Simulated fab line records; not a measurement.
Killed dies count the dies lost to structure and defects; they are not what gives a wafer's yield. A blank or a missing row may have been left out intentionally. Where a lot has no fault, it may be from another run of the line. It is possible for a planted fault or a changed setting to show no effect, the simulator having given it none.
fab line records + flow rit-cmos
record:
- lots: 6
- wafers: 18
- last-day: 7
route steps=202 shown NWELL@28 PWELL@39 M1@202
lots that met no fault: from a run of the same line without faults
start-h: start of the lot's first displayed wafer, in hours after the record's first day + wait-h: hours elapsed since this lot's preceding step + " unchanged from the row above + L1.1+2: a single row standing in for several wafers + - either no value or no given start + * or withheld: withheld + < > ~ a bound
route shown NAME@n: NAME is a module with steps in the file, n the number in the route of the first one + usual: average and standard deviation across the fault-free wafers + same: alike in all rows + chamber/n: place in a boat + sites: the reading at each site + _std_site: their standard deviation + _edge_site: the outer-site mean with the inner-site mean subtracted + radius-mm: how far each site lies from the wafer's centre + mask NAME#n: copy n + behind: the last tool/chamber to shape the wafer + hold: why the lot was held/for how many hours/how that ended + device: the transistor (n, p or np) that didn't switch + end of line: the same wafers' tests at the end of the route + where a step has no rows: the recipe by itself + killed: count of dies lost to structure and defects at first sort (not the wafer's yield) + map: dies across one wafer; x = killed, . = not, _ = none there
set.NAME: setting as actually run; set.NAME@STEP: the setting as run at that earlier step + model.NAME: the simulator's own value behind a step, which no gauge read
lots at some steps of the route; a table a step, a row a wafer
services: the hour from which a tool's chamber was out of use, counted from the record's first day as start-h (under 0 if before that day), plus the number of hours and why
== steps ==
step: RIT_NWELL_HMDS_00
recipe:
- prime-time-s: 60
- prime-temp-c: 140
step: RIT_NWELL_COAT_01
recipe:
- resist: NOVOLAK
- spin-rpm: 2000
- resist-thk-nm: 1300
step: RIT_NWELL_SOFTBAKE_02
recipe:
- resist: NOVOLAK
- temp-c: 90
- time-s: 60
step: RIT_NWELL_EXPOSE_03
recipe:
- mask-id: M2
- na: 0.57
- target-cd-nm: 43900
- dose-mj: 250
step: RIT_NWELL_PEB_04
recipe:
- resist: NOVOLAK
- temp-c: withheld
- time-s: withheld
step: RIT_NWELL_DEVELOP_05
recipe:
- resist: NOVOLAK
- develop-time-s: 68
- dev-temp-c: 23
step: RIT_NWELL_OVL_MEAS_06
usual:
- NWELL_OVL: 0.0/1.3
| lot.wafer | tool       | chamber | start-h | wait-h | NWELL_OVL[nm] |
|-----------|------------|---------|---------|--------|---------------|
| L630.1    | overlay-01 | -       | 40.24   | -      | -0.6          |
| L630.2    | "          | -       | "       | "      | -0.7          |
| L630.5    | "          | -       | "       | "      | -1.5          |
| L635.1    | overlay-01 | -       | 65.31   | -      | 0.4           |
| L635.3    | "          | -       | "       | "      | -0.5          |
| L635.6    | "          | -       | "       | "      | 0.6           |
| L638.1    | overlay-01 | -       | 78.70   | -      | -2.7          |
| L638.2    | "          | -       | "       | "      | -0.7          |
| L638.4    | "          | -       | "       | "      | -0.1          |
| L648.3    | overlay-02 | -       | 127.76  | -      | 0.6           |
| L648.5    | "          | -       | "       | "      | -1.7          |
| L648.6    | "          | -       | "       | "      | -1.7          |
| L649.2    | overlay-02 | -       | 131.75  | -      | -1.4          |
| L649.4    | "          | -       | "       | "      | -1.8          |
| L649.5    | "          | -       | "       | "      | -0.7          |
| L650.1    | overlay-01 | -       | 136.16  | -      | 2.6           |
| L650.3    | "          | -       | "       | "      | 0.5           |
| L650.6    | "          | -       | "       | "      | 1.0           |
step: RIT_NWELL_HARDBAKE_07
recipe:
- resist: NOVOLAK
- temp-c: 140
- time-s: 120
step: RIT_NWELL_IMPLANT_08
recipe:
- species: P
- energy-kev: 170
- dose-cm2: 5e+13
- tilt-deg: 7
step: RIT_NWELL_STRIP_09
recipe:
- chemistry: O2
- time-s: 180
- resist: NOVOLAK
- platen-temp-c: withheld
- power-w: 500
- pressure-mtorr: 4000
- o2-flow-sccm: 4000
usual:
- drypump-motor-current-A: 5.92/0.24
| lot.wafer | tool            | chamber | start-h | wait-h | drypump-motor-current-A | rf-hours-counter-h |
|-----------|-----------------|---------|---------|--------|-------------------------|--------------------|
| L630.1    | plasma-asher-03 | 1       | 40.94   | 0.1    | 5.64                    | 40                 |
| L630.2    | "               | 0       | "       | "      | 5.79                    | 40                 |
| L630.5    | "               | 0       | "       | "      | 5.77                    | -                  |
| L635.1    | plasma-asher-03 | 0       | 65.75   | 0.1    | 5.78                    | 42                 |
| L635.3    | "               | 1       | "       | "      | 5.64                    | -                  |
| L635.6    | "               | 0       | "       | "      | 5.78                    | -                  |
| L638.1    | plasma-asher-03 | 0       | 79.13   | 0.1    | 5.77                    | 44                 |
| L638.2    | "               | 1       | "       | "      | 5.65                    | 44                 |
| L638.4    | "               | 0       | "       | "      | 5.76                    | -                  |
| L648.3    | plasma-asher-03 | 0       | 128.24  | 0.1    | 5.77                    | -                  |
| L648.5    | "               | 0       | "       | "      | 5.78                    | -                  |
| L648.6    | "               | 1       | "       | "      | 5.65                    | -                  |
| L649.2    | plasma-asher-04 | 1       | 132.18  | 0.1    | 6.17                    | 33                 |
| L649.4    | "               | 1       | "       | "      | 6.20                    | -                  |
| L649.5    | "               | 0       | "       | "      | 6.21                    | -                  |
| L650.1    | plasma-asher-02 | 0       | 136.59  | 0.1    | 5.69                    | 2                  |
| L650.3    | "               | 1       | "       | "      | 5.85                    | -                  |
| L650.6    | "               | 0       | "       | "      | 5.73                    | -                  |
step: RIT_NWELL_TW_MEAS_10
usual:
- NWELL_TW: 2156/14
| lot.wafer | tool          | chamber | start-h | wait-h | NWELL_TW |
|-----------|---------------|---------|---------|--------|----------|
| L630.1    | film-metro-01 | -       | 41.12   | 0.1    | 2161     |
| L630.2    | "             | -       | "       | "      | 2161     |
| L630.5    | "             | -       | "       | "      | 2157     |
| L635.1    | film-metro-04 | -       | 65.92   | 0.1    | 2152     |
| L635.3    | "             | -       | "       | "      | 2155     |
| L635.6    | "             | -       | "       | "      | 2160     |
| L638.1    | film-metro-01 | -       | 79.31   | 0.1    | 2161     |
| L638.2    | "             | -       | "       | "      | 2174     |
| L638.4    | "             | -       | "       | "      | 2158     |
| L648.3    | film-metro-01 | -       | 128.38  | 0.1    | 2167     |
| L648.5    | "             | -       | "       | "      | 2166     |
| L648.6    | "             | -       | "       | "      | 2160     |
| L649.2    | film-metro-01 | -       | 132.36  | 0.1    | 2161     |
| L649.4    | "             | -       | "       | "      | 2167     |
| L649.5    | "             | -       | "       | "      | 2159     |
| L650.1    | film-metro-04 | -       | 136.77  | 0.1    | 2168     |
| L650.3    | "             | -       | "       | "      | 2149     |
| L650.6    | "             | -       | "       | "      | 2167     |
step: RIT_PWELL_HMDS_00
recipe:
- prime-time-s: 60
- prime-temp-c: 140
step: RIT_PWELL_COAT_01
recipe:
- resist: NOVOLAK
- spin-rpm: 2000
- resist-thk-nm: 1300
usual:
- spin-speed-rpm: 1999.9/1.3
| lot.wafer | tool           | chamber | start-h | wait-h | spin-speed-rpm | model.NOVOLAK_of_PWELL_COAT_01.thk-nm |
|-----------|----------------|---------|---------|--------|----------------|---------------------------------------|
| L630.1    | litho-track-04 | 0       | 41.33   | 0.1    | 1999.4         | 1303                                  |
| L630.2    | "              | 0       | "       | "      | 2002.9         | 1301                                  |
| L630.5    | "              | 0       | "       | "      | 2001.0         | 1302                                  |
| L635.1    | litho-track-04 | 0       | 66.13   | 0.1    | 2000.6         | 1309                                  |
| L635.3    | "              | 0       | "       | "      | 2000.0         | 1312                                  |
| L635.6    | "              | 0       | "       | "      | 2000.0         | 1312                                  |
| L638.1    | litho-track-01 | 0       | 79.52   | 0.1    | 2000.8         | 1297                                  |
| L638.2    | "              | 0       | "       | "      | 1999.2         | 1295                                  |
| L638.4    | "              | 0       | "       | "      | 2000.7         | 1291                                  |
| L648.3    | litho-track-03 | 0       | 128.62  | 0.1    | 1998.2         | 1294                                  |
| L648.5    | "              | 0       | "       | "      | 2000.6         | 1299                                  |
| L648.6    | "              | 0       | "       | "      | 2000.4         | 1298                                  |
| L649.2    | litho-track-01 | 0       | 132.59  | 0.1    | 1741.7         | 1395                                  |
| L649.4    | "              | 0       | "       | "      | 1740.2         | 1397                                  |
| L649.5    | "              | 0       | "       | "      | 1740.8         | 1390                                  |
| L650.1    | litho-track-01 | 0       | 136.98  | 0.1    | 1745.9         | 1394                                  |
| L650.3    | "              | 0       | "       | "      | 1744.0         | 1394                                  |
| L650.6    | "              | 0       | "       | "      | 1742.7         | 1393                                  |
step: RIT_PWELL_SOFTBAKE_02
recipe:
- resist: NOVOLAK
- temp-c: 90
- time-s: 60
step: RIT_PWELL_EXPOSE_03
recipe:
- mask-id: M3
- na: 0.57
- target-cd-nm: 43700
- dose-mj: 250
step: RIT_PWELL_PEB_04
recipe:
- resist: NOVOLAK
- temp-c: withheld
- time-s: withheld
step: RIT_PWELL_DEVELOP_05
recipe:
- resist: NOVOLAK
- develop-time-s: 68
- dev-temp-c: 23
step: RIT_PWELL_OVL_MEAS_06
usual:
- PWELL_OVL: 1.7/1.5
| lot.wafer | tool       | chamber | start-h | wait-h | PWELL_OVL[nm] |
|-----------|------------|---------|---------|--------|---------------|
| L630.1    | overlay-01 | -       | 42.06   | -      | 1.1           |
| L630.2    | "          | -       | "       | "      | 3.0           |
| L630.5    | "          | -       | "       | "      | 2.4           |
| L635.1    | overlay-02 | -       | 66.99   | -      | 1.5           |
| L635.3    | "          | -       | "       | "      | 0.8           |
| L635.6    | "          | -       | "       | "      | 0.2           |
| L638.1    | overlay-02 | -       | 80.37   | -      | 3.5           |
| L638.2    | "          | -       | "       | "      | 2.0           |
| L638.4    | "          | -       | "       | "      | 1.1           |
| L648.3    | overlay-01 | -       | 129.39  | -      | 2.6           |
| L648.5    | "          | -       | "       | "      | 4.3           |
| L648.6    | "          | -       | "       | "      | 2.6           |
| L649.2    | overlay-02 | -       | 133.30  | -      | 3.6           |
| L649.4    | "          | -       | "       | "      | 1.6           |
| L649.5    | "          | -       | "       | "      | 1.6           |
| L650.1    | overlay-02 | -       | 137.71  | -      | -0.9          |
| L650.3    | "          | -       | "       | "      | 0.0           |
| L650.6    | "          | -       | "       | "      | 1.8           |
step: RIT_PWELL_HARDBAKE_07
recipe:
- resist: NOVOLAK
- temp-c: 140
- time-s: 120
| lot.wafer | tool           | chamber | start-h | wait-h | model.NOVOLAK_of_PWELL_COAT_01.thk-nm |
|-----------|----------------|---------|---------|--------|---------------------------------------|
| L630.1+5  | litho-track-01 | 0       | 42.09   | 0.0    | 1139                                  |
| L630.2    | "              | 0       | "       | "      | 1138                                  |
| L635.1    | litho-track-04 | 0       | 67.03   | 0.0    | 1145                                  |
| L635.3    | "              | 0       | "       | "      | 1147                                  |
| L635.6    | "              | 0       | "       | "      | 1148                                  |
| L638.1    | litho-track-03 | 0       | 80.41   | 0.0    | 1135                                  |
| L638.2    | "              | 0       | "       | "      | 1133                                  |
| L638.4    | "              | 0       | "       | "      | 1129                                  |
| L648.3    | litho-track-03 | 0       | 129.49  | 0.1    | 1131                                  |
| L648.5+6  | "              | 0       | "       | "      | 1136                                  |
| L649.2    | litho-track-03 | 0       | 133.37  | 0.1    | 1219                                  |
| L649.4    | "              | 0       | "       | "      | 1220                                  |
| L649.5    | "              | 0       | "       | "      | 1215                                  |
| L650.1+3  | litho-track-03 | 0       | 137.75  | 0.0    | 1218                                  |
| L650.6    | "              | 0       | "       | "      | 1217                                  |
step: RIT_PWELL_IMPLANT_08
recipe:
- species: B
- energy-kev: 170
- dose-cm2: 7e+13
- tilt-deg: 7
step: RIT_M1_PROBE_99
usual:
- killed-at-contacts: 0.1/0.36
- killed-at-front-end: 7/3.1
- killed-dies: 7/3.1
- killed-open: 3.6/2.1
- killed-short: 3.2/1.9
same:
- gross-dies: 264
- killed_at_M0_to_M3: 0
- killed_at_M4_up: 0
- killed-at-back-side: 0
- killed-at-other: 0
| lot.wafer | tool      | chamber | start-h | wait-h | killed-at-contacts | killed-at-front-end | killed-dies | killed-open | killed-short |
|-----------|-----------|---------|---------|--------|--------------------|---------------------|-------------|-------------|--------------|
| L630.1    | prober-02 | -       | 82.37   | 0.1    | 0                  | 12                  | 12          | 6           | 6            |
| L630.2    | prober-02 | -       | 82.42   | 0.1    | 0                  | 8                   | 8           | 6           | 2            |
| L630.5    | prober-02 | -       | 82.57   | 0.2    | 0                  | 8                   | 8           | 3           | 5            |
| L635.1    | prober-01 | -       | 107.44  | 0.1    | 0                  | 6                   | 6           | 6           | 0            |
| L635.3    | prober-01 | -       | 107.54  | 0.2    | 0                  | 1                   | 1           | 0           | 1            |
| L635.6    | prober-01 | -       | 107.69  | 0.2    | 0                  | 4                   | 4           | 2           | 2            |
| L638.1    | prober-02 | -       | 117.88  | 0.1    | 0                  | 5                   | 5           | 3           | 2            |
| L638.2    | prober-02 | -       | 117.93  | 0.1    | 0                  | 6                   | 6           | 2           | 4            |
| L638.4    | prober-02 | -       | 118.03  | 0.2    | 0                  | 4                   | 4           | 4           | 0            |
killed by level:class
L630.1 GATE:geometric-particle:open=5 GATE:geometric-particle:short=2 SILICIDE:geometric-particle:short=2 ACTIVE:geometric-particle:short=1 FOX1:geometric-particle:open=1 REOX:geometric-particle:short=1
L630.2 SILICIDE:geometric-particle:open=3 GATE:geometric-particle:open=2 SILICIDE:geometric-particle:short=2 REOX:geometric-particle:open=1
L630.5 GATE:geometric-particle:short=4 ACTIVE:geometric-particle:open=1 FOX1:geometric-particle:short=1 FOX1:geometric-particle:open=1 FOX2:geometric-particle:open=1
L635.1 GATE:geometric-particle:open=2 REOX:geometric-particle:open=2 FOX2:geometric-particle:open=1 SILICIDE:geometric-particle:open=1
L635.3 REOX:geometric-particle:short=1
L635.6 GATE:geometric-particle:open=2 GATE:geometric-particle:short=1 SPACER:geometric-particle:short=1
L638.1 GATE:geometric-particle:open=2 FOX1:geometric-particle:open=1 GATE:geometric-particle:short=1 SPACER:geometric-particle:short=1
L638.2 SILICIDE:geometric-particle:short=2 FOX1:geometric-particle:short=1 REOX:geometric-particle:short=1 REOX:geometric-particle:open=1 SPACER:geometric-particle:open=1
L638.4 GATE:geometric-particle:open=1 REOX:geometric-particle:open=1 SPACER:geometric-particle:open=1 SILICIDE:geometric-particle:open=1
== services ==
| tool            | chamber | start-h | hours | kind       |
|-----------------|---------|---------|-------|------------|
| plasma-asher-04 | -       | 105.75  | 0.9   | repair     |
| plasma-asher-02 | -       | 108.75  | 9.0   | pm         |
| plasma-asher-02 | 0       | 108.75  | 9.0   | vent-cycle |
| plasma-asher-02 | 1       | 108.75  | 9.0   | vent-cycle |
| plasma-asher-02 | 0       | 117.75  | -     | clean      |
| plasma-asher-02 | 1       | 117.75  | -     | clean      |
== key ==
first-sign:
- step: RIT_PWELL_COAT_01
- reading: spin-speed-rpm
- direction: down
- sigmas: 99+
- usual: 1999.9
- struck: 1742.5
effect none on later readings
model-effect:
- step: RIT_PWELL_COAT_01
- value: NOVOLAK_of_PWELL_COAT_01.thk-nm
- without: 1301
- struck: 1394
model-effect:
- step: RIT_PWELL_HARDBAKE_07
- value: NOVOLAK_of_PWELL_COAT_01.thk-nm
- without: 1138
- struck: 1218
met-at RIT_PWELL_COAT_01
struck-wafers L649.2,L649.4,L649.5,L650.1,L650.3,L650.6
tester-left-out L649,L650
onset-between 79.52 132.59
fault:
- kind: process-parameter-drift
- tool: litho-track-01
- chamber: -
- onset-h: 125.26
- steps: RIT_PWELL_COAT_01
- channel: spin-rpm
- offset: -257.23
- shape: step
- end-h: 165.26
- acts-in: these-recipes-only
- stated: 2000
tester-left-out: of these lots the tester's yield and bins aren't shown, on N5 and GAA mostly nor the transistor test; their killed dies are dies lost to structure and defects alone, not to doping, threshold or leakage, so they don't give the yield
